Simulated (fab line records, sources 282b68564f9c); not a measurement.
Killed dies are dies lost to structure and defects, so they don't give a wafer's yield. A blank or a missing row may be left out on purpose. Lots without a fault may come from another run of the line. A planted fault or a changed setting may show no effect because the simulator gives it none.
Which tool did it? | flow rit_cmos | 14 lots, 42 wafers sampled, at 2 steps of a route of 202

WHAT THE GAUGES READ, wafer by wafer
The record holds no reading of a measuring or inspecting step that can be judged against a usual standard deviation.

WHICH TOOL RAN EACH LOT (tool, then ch and the chambers of the sampled wafers, then the start)
lot  | RIT_M1_METAL_ETCH_12             | RIT_M1_PROBE_99
L716 | rie_metal-04 ch 0,1, day 3 13:39 | prober-02, day 3 15:55
L719 | rie_metal-04 ch 0,1, day 4 05:32 | prober-01, day 4 07:47
L720 | rie_metal-02 ch 1, day 4 09:50   | prober-02, day 4 12:27
L721 | rie_metal-03 ch 0,1, day 4 14:44 | prober-01, day 4 16:59
L722 | rie_metal-04 ch 0,1, day 4 18:19 | prober-02, day 4 20:34
L724 | rie_metal-03 ch 0,1, day 5 10:57 | prober-02, day 5 13:23
L725 | rie_metal-04 ch 0,1, day 5 13:50 | prober-01, day 5 16:19
L726 | rie_metal-02 ch 1, day 5 16:13   | prober-02, day 5 18:38
L727 | rie_metal-03 ch 0,1, day 5 23:34 | prober-01, day 6 01:49
L728 | rie_metal-04 ch 0,1, day 6 03:22 | prober-02, day 6 05:43
L729 | rie_metal-02 ch 1, day 6 09:48   | prober-01, day 6 12:13
L732 | rie_metal-02 ch 1, day 6 21:40   | prober-02, day 7 00:05
L733 | rie_metal-04 ch 0,1, day 7 06:18 | prober-01, day 7 08:37
L736 | rie_metal-04 ch 0,1, day 7 17:33 | prober-02, day 7 19:52
- RIT_M1_METAL_ETCH_12: etches Al in Cl2/BCl3, stops on SiO2, time 165 s, target depth 600 nm.
- RIT_M1_PROBE_99

WHAT THE TOOLS THEMSELVES READ (means of the sampled wafers that have a number; where no wafer has one, the mark that the record gives instead)
RIT_M1_METAL_ETCH_12. Usual: drypump_motor_current_A 5.9 A, standard deviation 0.57; oes_product_au 0.787 a.u., standard deviation 0.01; run_length_s 193.42 s, standard deviation 0.29; throttle_valve_pct 8.33 %, standard deviation 0.088.
lot  | tool         | drypump_motor_current_A (A) | oes_product_au (a.u.) | run_length_s (s) | throttle_valve_pct (%) | flag
L716 | rie_metal-04 | 6.4                         | 0.780                 | 193.50           | 8.38                   |
L719 | rie_metal-04 | 6.3                         | 0.784                 | 193.32           | 8.38                   |
L720 | rie_metal-02 | 5.7                         | 0.792                 | 193.56           | 8.26                   |
L721 | rie_metal-03 | 5.5                         | 0.795                 | 193.19           | 8.29                   |
L722 | rie_metal-04 | 6.2                         | 0.777                 | 193.56           | 8.45                   |
L724 | rie_metal-03 | 5.4                         | 0.791                 | 193.01           | 8.30                   |
L725 | rie_metal-04 | 6.1                         | 0.780                 | 193.46           | 8.44                   |
L726 | rie_metal-02 | 5.7                         | 0.787                 | 193.42           | 8.26                   |
L727 | rie_metal-03 | 5.4                         | 0.800                 | 193.42           | 8.30                   |
L728 | rie_metal-04 | 6.3                         | 0.781                 | 193.30           | 8.36                   |
L729 | rie_metal-02 | 5.7                         | 0.800                 | 193.69           | 8.25                   |
L732 | rie_metal-02 | 5.7                         | 0.804                 | 193.58           | 8.26                   |
L733 | rie_metal-04 | 6.3                         | 1.000                 | 127.53           | 8.34                   | OFF
L736 | rie_metal-04 | 6.3                         | 0.997                 | 127.52           | 8.34                   | OFF

RIT_M1_PROBE_99. Usual: defect_limited_yield 97.4 %, standard deviation 1.2; killed_at_M0_to_M3 0.0, standard deviation 0.18; killed_at_contacts 0.1, standard deviation 0.32; killed_at_front_end 7, standard deviation 3; killed_dies 7, standard deviation 3.1; killed_on_rim 1.9, standard deviation 1.5; killed_open 3.3, standard deviation 1.8; killed_short 3.6, standard deviation 2; sort_bin_3_pad_short 0.1 %, standard deviation 0.22; sort_bin_5_function 1.4 %, standard deviation 0.84; sort_bin_6_memory 1.0 %, standard deviation 0.67; sort_n_pass 257, standard deviation 3.1; sort_yield_pct 97.4 %, standard deviation 1.2.
lot  | tool      | defect_limited_yield (%) | killed_at_M0_to_M3 | killed_at_contacts | killed_at_front_end | killed_dies | killed_on_rim | killed_open | killed_short | sort_bin_3_pad_short (%) | sort_bin_5_function (%) | sort_bin_6_memory (%) | sort_n_pass | sort_yield_pct (%) | flag
L716 | prober-02 | 97.0                     | 0.0                | 0.0                | 8                   | 8           | 2.3           | 3.7         | 4.3          | 0.0                      | 1.9                     | 1.1                   | 256         | 97.0               |
L719 | prober-01 | 96.1                     | 0.0                | 0.0                | 10                  | 10          | 2.3           | 5.0         | 5.3          | 0.4                      | 2.5                     | 1.0                   | 254         | 96.1               |
L720 | prober-02 | 98.3                     | 0.0                | 0.3                | 4                   | 4           | 0.7           | 2.3         | 2.0          | 0.0                      | 1.0                     | 0.6                   | 260         | 98.3               |
L721 | prober-01 | 98.6                     | 0.0                | 0.0                | 4                   | 4           | 1.0           | 0.7         | 3.0          | 0.0                      | 0.9                     | 0.5                   | 260         | 98.6               |
L722 | prober-02 | 97.0                     | 0.0                | 0.0                | 8                   | 8           | 1.7           | 4.0         | 4.0          | 0.3                      | 1.1                     | 1.6                   | 256         | 97.0               |
L724 | prober-02 | 96.3                     | 0.0                | 0.3                | 9                   | 10          | 1.7           | 5.3         | 4.3          | 0.1                      | 1.5                     | 2.0                   | 254         | 96.3               |
L725 | prober-01 | 97.2                     | 0.0                | 0.0                | 7                   | 7           | 1.7           | 3.0         | 4.3          | 0.3                      | 1.4                     | 1.1                   | 257         | 97.2               |
L726 | prober-02 | 98.0                     | 0.0                | 0.3                | 5                   | 5           | 2.3           | 3.3         | 2.0          | 0.0                      | 0.3                     | 1.8                   | 259         | 98.0               |
L727 | prober-01 | 96.6                     | 0.0                | 0.0                | 9                   | 9           | 3.7           | 5.3         | 3.7          | 0.1                      | 1.8                     | 1.5                   | 255         | 96.6               |
L728 | prober-02 | 96.2                     | 0.0                | 0.7                | 9                   | 10          | 2.7           | 4.3         | 5.7          | 0.1                      | 2.2                     | 1.5                   | 254         | 96.2               |
L729 | prober-01 | 98.1                     | 0.0                | 0.0                | 5                   | 5           | 1.0           | 1.7         | 3.3          | 0.1                      | 1.3                     | 0.5                   | 259         | 98.1               |
L732 | prober-02 | 95.8                     | 0.0                | 0.0                | 11                  | 11          | 2.7           | 5.7         | 5.3          | 0.0                      | 1.6                     | 2.5                   | 253         | 95.8               |
L733 | prober-01 | 0.0                      | 258.0              | 0.0                | 6                   | 264         | 70.0          | 2.3         | 3.7          | 0.1                      | 99.4                    | 0.5                   | 0           | 0.0                | OFF
L736 | prober-02 | 0.0                      | 256.3              | 0.7                | 7                   | 264         | 70.0          | 3.0         | 4.3          | 0.3                      | 98.5                    | 1.3                   | 0           | 0.0                | OFF

THE ANSWER, worked out from the rows above alone
Rule: a lot is off if the mean of its wafers that have a number lies more than 3 standard deviations from the usual mean. A lot without any number at a reading at which 4 lots or more have one is off too. The other lots that the step has rows for count as sound. The gauges are gone through in route order, then the tools' own readings, and for those a lot's mean is taken as printed above. The first step at which some lot is off is used, and at that step the reading that is off furthest; a lot without a number counts as furthest.
Off: L733, L736, at RIT_M1_METAL_ETCH_12 (run_length_s).
A tool fits if, at that step or a process step before it, it ran every lot that is off, and no sound lot after the first of them. One fits: rie_metal-04 at RIT_M1_METAL_ETCH_12. Its last sound lot is L728 (day 6 03:22), its first lot that is off L733 (day 7 06:18): a fault that began between those two fits.
The tool's own readings at RIT_M1_METAL_ETCH_12 bear it out: on the lots that are off they differ by more than 5 times the standard deviation of the sound lots' means. oes_product_au reads 0.998 a.u. there against 0.789 a.u. on the sound lots; run_length_s reads 127.53 s there against 193.42 s on the sound lots.

WHAT THE SIMULATOR HAD PUT IN
Process parameter drift: rie_metal-04, from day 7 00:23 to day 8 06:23, at RIT_M1_METAL_ETCH_12. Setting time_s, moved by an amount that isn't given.
Lots struck among those shown: L733, L736. The rule above found the same.
